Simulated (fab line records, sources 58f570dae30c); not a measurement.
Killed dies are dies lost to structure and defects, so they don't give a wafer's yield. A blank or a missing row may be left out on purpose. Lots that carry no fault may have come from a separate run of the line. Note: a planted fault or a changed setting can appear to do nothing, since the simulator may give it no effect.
Split-lot study :: flow berkeley_cmos170 :: 27 wafers read across 5 lots, on a route 331 steps long

== THE SPLIT ITSELF ==
At UCB170_M2_METAL_ETCH_18 (etches Al in Cl2/BCl3, stops on SiO2, target depth 1170 nm, time 195 s), the setting target_depth_a was moved away from the recipe's 11700 angstrom on 12 of the 27 wafers read, by -51.2% to +55.0%. The other wafers ran this setting at the recipe's value.

== SPLIT TO READING: what lies between them in the file, 1 step ==
- UCB170_M2_STRIP_19: strips in O2

== THE READING ==
cd_nm at UCB170_M2_CD_MEAS_90, given in nm (cd target 700 nm). Fault-free wafers of this fab line usually give 701.6 nm, standard deviation 2.7 nm.

wafer: L077.1
tool, chamber at the split: rie_metal-03, 1
target_depth_a as run, angstrom: 16290
against the recipe: +39.2%
cd_nm, nm: 678.1
against lot-mates on the recipe: -24.0

wafer: L077.2
tool, chamber at the split: rie_metal-03, 0
target_depth_a as run, angstrom: 11700
against the recipe: recipe
cd_nm, nm: 703.9
against lot-mates on the recipe: -

wafer: L077.3
tool, chamber at the split: rie_metal-03, 0
target_depth_a as run, angstrom: 11700
against the recipe: recipe
cd_nm, nm: 701.1
against lot-mates on the recipe: -

wafer: L077.4
tool, chamber at the split: rie_metal-03, 1
target_depth_a as run, angstrom: 16290
against the recipe: +39.2%
cd_nm, nm: 678.5
against lot-mates on the recipe: -23.6

wafer: L077.5
tool, chamber at the split: rie_metal-03, 0
target_depth_a as run, angstrom: 11700
against the recipe: recipe
cd_nm, nm: 701.4
against lot-mates on the recipe: -

wafer: L077.6
tool, chamber at the split: rie_metal-03, 1
target_depth_a as run, angstrom: 16290
against the recipe: +39.2%
cd_nm, nm: 680.5
against lot-mates on the recipe: -21.6

wafer: L075.1
tool, chamber at the split: rie_metal-04, 1
target_depth_a as run, angstrom: 11700
against the recipe: recipe
cd_nm, nm: 702.6
against lot-mates on the recipe: -

wafer: L075.2
tool, chamber at the split: rie_metal-04, 1
target_depth_a as run, angstrom: 11700
against the recipe: recipe
cd_nm, nm: 700.9
against lot-mates on the recipe: -

wafer: L075.3
tool, chamber at the split: rie_metal-04, 1
target_depth_a as run, angstrom: 16620
against the recipe: +42.1%
cd_nm, nm: 679.1
against lot-mates on the recipe: -22.7

wafer: L075.4
tool, chamber at the split: rie_metal-04, 1
target_depth_a as run, angstrom: 11700
against the recipe: recipe
cd_nm, nm: 701.8
against lot-mates on the recipe: -

wafer: L075.5
tool, chamber at the split: rie_metal-04, 1
target_depth_a as run, angstrom: 16620
against the recipe: +42.1%
cd_nm, nm: 680.5
against lot-mates on the recipe: -21.3

wafer: L075.6
tool, chamber at the split: rie_metal-04, 1
target_depth_a as run, angstrom: 16620
against the recipe: +42.1%
cd_nm, nm: 681.5
against lot-mates on the recipe: -20.3

wafer: L079.1
tool, chamber at the split: rie_metal-02, 0
target_depth_a as run, angstrom: 11700
against the recipe: recipe
cd_nm, nm: 700.7
against lot-mates on the recipe: -

wafer: L079.4
tool, chamber at the split: rie_metal-02, 0
target_depth_a as run, angstrom: 11700
against the recipe: recipe
cd_nm, nm: 702.1
against lot-mates on the recipe: -

wafer: L079.5
tool, chamber at the split: rie_metal-02, 1
target_depth_a as run, angstrom: 11700
against the recipe: recipe
cd_nm, nm: 707.7
against lot-mates on the recipe: -

wafer: L082.1
tool, chamber at the split: rie_metal-03, 0
target_depth_a as run, angstrom: 5708
against the recipe: -51.2%
cd_nm, nm: 728.9
against lot-mates on the recipe: +28.1

wafer: L082.2
tool, chamber at the split: rie_metal-03, 1
target_depth_a as run, angstrom: 5708
against the recipe: -51.2%
cd_nm, nm: 723.7
against lot-mates on the recipe: +22.9

wafer: L082.3
tool, chamber at the split: rie_metal-03, 1
target_depth_a as run, angstrom: 11700
against the recipe: recipe
cd_nm, nm: 697.4
against lot-mates on the recipe: -

wafer: L082.4
tool, chamber at the split: rie_metal-03, 0
target_depth_a as run, angstrom: 5708
against the recipe: -51.2%
cd_nm, nm: 729.0
against lot-mates on the recipe: +28.2

wafer: L082.5
tool, chamber at the split: rie_metal-03, 1
target_depth_a as run, angstrom: 11700
against the recipe: recipe
cd_nm, nm: 701.7
against lot-mates on the recipe: -

wafer: L082.6
tool, chamber at the split: rie_metal-03, 0
target_depth_a as run, angstrom: 11700
against the recipe: recipe
cd_nm, nm: 703.3
against lot-mates on the recipe: -

wafer: L080.1
tool, chamber at the split: rie_metal-03, 0
target_depth_a as run, angstrom: 18140
against the recipe: +55.0%
cd_nm, nm: 677.5
against lot-mates on the recipe: -24.7

wafer: L080.2
tool, chamber at the split: rie_metal-03, 1
target_depth_a as run, angstrom: 18140
against the recipe: +55.0%
cd_nm, nm: 670.8
against lot-mates on the recipe: -31.4

wafer: L080.3
tool, chamber at the split: rie_metal-03, 1
target_depth_a as run, angstrom: 18140
against the recipe: +55.0%
cd_nm, nm: 671.9
against lot-mates on the recipe: -30.3

wafer: L080.4
tool, chamber at the split: rie_metal-03, 0
target_depth_a as run, angstrom: 11700
against the recipe: recipe
cd_nm, nm: 704.4
against lot-mates on the recipe: -

wafer: L080.5
tool, chamber at the split: rie_metal-03, 0
target_depth_a as run, angstrom: 11700
against the recipe: recipe
cd_nm, nm: 703.6
against lot-mates on the recipe: -

wafer: L080.6
tool, chamber at the split: rie_metal-03, 1
target_depth_a as run, angstrom: 11700
against the recipe: recipe
cd_nm, nm: 698.7
against lot-mates on the recipe: -

THE FIT
A straight line over all 27 wafers: cd_nm changes by -0.518 nm for each +1% of target_depth_a; r = -0.99; the points scatter about the line by 2.5 nm.
The same after taking each lot's own level away (the mean of its wafers on the recipe; 27 wafers): -0.527 nm for each +1%; r = -0.99; scatter 2.4 nm.
According to that fit, moving target_depth_a by its largest amount changes the reading by 29 nm.
From 700.80 to 703.50 nm: that is the span of the lots' own levels, equal to 1.0 times the standard deviation above.
The two slopes agree, so the slope changes little with the lot-to-lot level.
Check: with one of the wafers moved furthest among these (+55.0%) left out of the fit, the line predicts -29.9 nm for it against its lot-mates. It came out at -24.7 nm against them.
Tool readings at the split's step, against how far the setting was moved: oes_product_au r = -0.98.

== ADDITIONAL SPLITS CARRIED BY THESE WAFERS ==
Other splits were also applied to these wafers ahead of the reading. Each is held against what the fit with the lots' levels taken away leaves over:
other split on the same wafers: UCB170_ZERO_ETCH_06 target_depth_a
wafers away from the commonest value: 6
r with cd_nm (lot level and that fit taken away): -0.05

other split on the same wafers: UCB170_SDANNEAL_RTA_01 time_s
wafers away from the commonest value: 12
r with cd_nm (lot level and that fit taken away): -0.14

other split on the same wafers: UCB170_M1_METAL_ETCH_12 time_s
wafers away from the commonest value: 9
r with cd_nm (lot level and that fit taken away): +0.11

== THE WHOLE CHAIN: every reading that the file lists as answering this split, in the file's order ==
step: UCB170_M2_METAL_ETCH_18
what it does: etches Al in Cl2/BCl3, stops on SiO2, target depth 1170 nm, time 195 s
reading: oes_product_au
change (the file's fit): -0.00275 a.u. for each +1% of the setting
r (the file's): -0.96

step: UCB170_M2_METAL_ETCH_18
what it does: etches Al in Cl2/BCl3, stops on SiO2, target depth 1170 nm, time 195 s
reading: M2.feature_depth_nm (the simulator's own value, which no gauge read)
change (the file's fit): not straight: 560.6 at the lowest setting, 958.1 at the recipe, 999.5 at the highest
r (the file's): not given

step: UCB170_M2_METAL_ETCH_18
what it does: etches Al in Cl2/BCl3, stops on SiO2, target depth 1170 nm, time 195 s
reading: KrF_of_M2_COAT_10.thk_nm (the simulator's own value, which no gauge read)
change (the file's fit): -5.4 nm for each +1% of the setting
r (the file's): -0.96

step: UCB170_M2_STRIP_19
what it does: strips in O2
reading: oes_product_au
change (the file's fit): -0.00465 a.u. for each +1% of the setting
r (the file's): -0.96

step: UCB170_M2_CD_MEAS_90
what it does: target cd 700 nm
reading: cd_nm
change (the file's fit): -0.53 nm for each +1% of the setting
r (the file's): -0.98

== THE FILE'S OWN FIT ==
cd_nm changes by -0.53 nm for each +1% of target_depth_a, r = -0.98.
